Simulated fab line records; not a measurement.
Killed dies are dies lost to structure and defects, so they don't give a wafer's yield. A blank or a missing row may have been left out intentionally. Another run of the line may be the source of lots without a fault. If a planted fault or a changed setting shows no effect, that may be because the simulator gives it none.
Matching of chambers	flow berkeley-cmos170	UCB170_PWELL_ETCH_14 on rie-diel-01: 4 sister chambers
The step etches Si3N4 in CH3F/Ar/O2, stops on SiO2, target depth 242 nm, time 151 s. 14 wafers are shown with their chamber, then 7 later ones without.

WAFERS PAIRED WITH THEIR CHAMBERS
wafer	chamber	oes-product-au (a.u.)	throttle-valve-pct (%)
L074.1	1	0.912	8.08
L074.2	3	0.916	8.05
L074.4	0	0.943	8.07
L079.1	0	0.935	8.06
L079.5	0	0.936	8.06
L079.6	3	0.921	8.06
L085.3	1	0.918	8.06
L085.4	2	0.940	8.04
L085.5	3	0.903	8.06
L086.2	2	0.939	8.02
L086.3	0	0.940	8.06
L086.6	0	0.942	8.08
L088.1	0	0.934	8.09
L088.3	3	0.908	8.03

SIGNATURES, as means of the wafers listed above
reading	chamber 0	chamber 1	chamber 2	chamber 3	scatter within a chamber
oes-product-au	0.93833	0.91500	0.93950	0.91200	0.00535
throttle-valve-pct	8.0700	8.0700	8.0300	8.0500	0.0134
Rule: a wafer lies at a distance from a chamber equal to the root of the sum of squares, over the readings, of (its reading less the chamber's mean, divided by the reading's scatter). The wafer belongs to the nearest chamber; if the next one is less than 2 further off, it can't be placed. The scatter: take each reading less its chamber's mean, square it, sum over the shown wafers, divide by the number of wafers less the number of chambers, and take the root.

WAFERS MISSING THEIR CHAMBER
wafer	oes-product-au (a.u.)	throttle-valve-pct (%)
L088.5	0.933	8.02
L090.3	0.942	8.07
L090.5	0.923	8.06
L090.6	0.934	8.04
L096.2	0.927	8.08
L096.3	0.948	8.09
L096.4	0.940	8.02

EACH ONE'S CHAMBER
wafer	from the rows above	in truth
L088.5	2	2
L090.3	0	0
L090.5	can't be placed: 1 or 3 or 0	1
L090.6	can't be placed: 2 or 0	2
L096.2	can't be placed: 0 or 1 or 3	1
L096.3	0	0
L096.4	2	2
4 of 7 placed correctly. Cannot be placed on the basis of these rows: 3; the candidates contain the true chamber in 3. Placed wrongly: 0.
